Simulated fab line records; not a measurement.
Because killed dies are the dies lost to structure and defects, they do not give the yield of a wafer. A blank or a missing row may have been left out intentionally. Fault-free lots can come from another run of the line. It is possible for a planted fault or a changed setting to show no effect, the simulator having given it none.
Comparing a struck lot with a sound one -- flow rit-cmos -- 33 steps out of a route of 202
Sound: these wafers, L360.2, L360.4, L360.6. Wafers L368.1, L368.2, L368.6 were the ones struck. The cause comes at the end.
Each step with rows lists, per side, the tool, then ch with its chambers, then its first start. Under that, the readings that differ: sound wafers -- struck wafers -- difference of the means -- sigmas: that difference in standard deviations of wafers without a fault.
alike: readings whose means differ by less than 2 such deviations, and words and numbers that are the same on both sides. not compared: withheld readings, readings that some wafer has no value for, bounds like >300 that may hide the same value, and numbers for which the record gives no deviation and whose values overlap.
Wherever a step has rows on one side only, a row that says differs or no value, or a row with sigmas, the two part there. When numbers do not overlap yet have no deviation, they are printed without sigmas and do not part them. A reading missing from all wafers of one side parts the sides only when that side holds two or more wafers.

first, 2 steps without rows for these wafers: RIT_SPACER_CLEAN_02 (cleans in SC2, time 600 s); RIT_SPACER_CVD_03 (deposits Si3N4 from SiH2Cl2/NH3, target thk 250 nm, time 3173 s).
RIT_SPACER_THK_MEAS_04:
  sound on film-metro-03, day 4 10:22; struck on film-metro-01, day 6 00:42
  alike: SPACER_NITRIDE_THK
RIT_SPACER_ETCHBACK_05: etches Si3N4 in SF6/CHF3, stops on SiO2, target depth 250 nm, time 240 s.
  sound on rie-diel-02 ch 1,2, day 4 10:25; struck on rie-diel-01 ch 0,1,2, day 6 00:46
  alike: drypump-motor-current-A, oes-product-au, throttle-valve-pct
  not compared: rf-hours-counter-h
then, 6 steps without rows for these wafers: RIT_NSD_HMDS_00 (prime time 60 s); RIT_NSD_COAT_01 (resist thk 1000 nm); RIT_NSD_SOFTBAKE_02 (time 60 s); RIT_NSD_EXPOSE_03 (exposes mask M9, target cd 40700 nm); RIT_NSD_PEB_04; RIT_NSD_DEVELOP_05 (develop time 50 s).
RIT_NSD_OVL_MEAS_06:
  sound on overlay-02, day 4 11:25; struck on overlay-01, day 6 01:46
  alike: NSD_OVL
then, 1 step without rows for these wafers: RIT_NSD_HARDBAKE_07 (time 60 s).
RIT_NSD_IMPLANT_08:
  sound on implanter-01 ch 0, day 4 11:37; struck on implanter-01 ch 0, day 6 01:56
reading,sound,struck,difference,sigmas
beam-energy-keV,24.991 24.998 24.996,22.348 22.354 22.361,-2.641,-99 or more
model.implant.rp-nm (nm),33.26 33.26 33.26,30.1 30.1 30.1,-3.2,
model.implant.drp-nm (nm),14.84 14.84 14.84,13.87 13.87 13.87,-0.97,
  alike: tilt-deg
RIT_NSD_STRIP_09: strips in O2, time 180 s.
  sound on plasma-asher-03 ch 0,1, day 4 11:44; struck on plasma-asher-04 ch 0,1, day 6 02:05
  alike: drypump-motor-current-A
  not compared: rf-hours-counter-h
RIT_NSD_TW_MEAS_10:
  sound on film-metro-02, day 4 11:56; struck on film-metro-01, day 6 02:29
reading,sound,struck,difference,sigmas
NSD_TW,3135 3149 3137,3022 3035 3028,-112,-4
  not compared: hold
then, 5 steps without rows for these wafers: RIT_PSD_COAT_01 (resist thk 1000 nm); RIT_PSD_SOFTBAKE_02 (time 60 s); RIT_PSD_EXPOSE_03 (exposes mask M10, target cd 40900 nm); RIT_PSD_PEB_04; RIT_PSD_DEVELOP_05 (develop time 50 s).
RIT_PSD_OVL_MEAS_06:
  sound on overlay-02, day 4 12:58; struck on overlay-01, day 6 03:48
reading,sound,struck,difference,sigmas
PSD_OVL (nm),-3.4 -2.7 -3.1,-0.5 -0.4 -0.1,+2.7,+2
then, 2 steps without rows for these wafers: RIT_PSD_HARDBAKE_07 (time 60 s); RIT_PSD_IMPLANT_08.
RIT_PSD_STRIP_09: strips in O2, time 180 s.
  sound on plasma-asher-03 ch 1, day 4 13:17; struck on plasma-asher-04 ch 0,1, day 6 04:21
  alike: drypump-motor-current-A
  not compared: rf-hours-counter-h
RIT_PSD_TW_MEAS_10:
  sound on film-metro-01, day 4 13:29; struck on film-metro-04, day 6 04:32
  alike: PSD_TW
then, 3 steps without rows for these wafers: RIT_SDANNEAL_CLEAN_00 (cleans in SC1, time 600 s); RIT_SDANNEAL_CLEAN_01 (cleans in dHF, time 30 s); RIT_SDANNEAL_CLEAN_02 (cleans in SC2, time 600 s).
RIT_SDANNEAL_RTA_03: time 5 s.
  sound on rtp-anneal-01 ch 0, day 4 13:55; struck on rtp-anneal-01 ch 0, day 6 04:57
  alike: wafer_temp_C_max
RIT_SDANNEAL_RS_MEAS_04: the measuring method here is four-point-probe.
  sound on film-metro-02, day 4 13:59; struck on film-metro-02, day 6 05:01
  alike: PSD_RS
RIT_SDANNEAL_RS_MEAS_05: the measuring method here is four-point-probe.
  sound on film-metro-02, day 4 14:07; struck on film-metro-02, day 6 05:35
reading,sound,struck,difference,sigmas
NSD_RS (ohm/sq),83.14 83.02 83.34,84.67 84.20 84.56,+1.31,+6
  not compared: hold
RIT_SDANNEAL_RS_MEAS_06: the measuring method here is four-point-probe.
  sound on film-metro-02, day 4 14:14; struck on film-metro-02, day 6 10:46
reading,sound,struck,difference,sigmas
hold,- - -,await-dispo/5.0h/release await-dispo/5.0h/release await-dispo/5.0h/release,no value on the sound wafers,
  alike: PLDD_RS
RIT_M1_PROBE_99:
  sound on prober-01, day 4 21:29; struck on prober-01, day 6 18:04
  alike: killed-at-contacts, killed-at-front-end, killed-dies, killed-open, killed-short

== WHERE THEY PART ==
First at RIT_NSD_IMPLANT_08; last, within this record, at RIT_SDANNEAL_RS_MEAS_06. Later steps at which nothing parts them and some readings are alike: RIT_M1_PROBE_99.

WHY: the cause the simulator had injected
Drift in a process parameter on implanter-01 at RIT_NSD_IMPLANT_08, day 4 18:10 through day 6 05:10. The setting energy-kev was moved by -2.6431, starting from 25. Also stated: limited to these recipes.
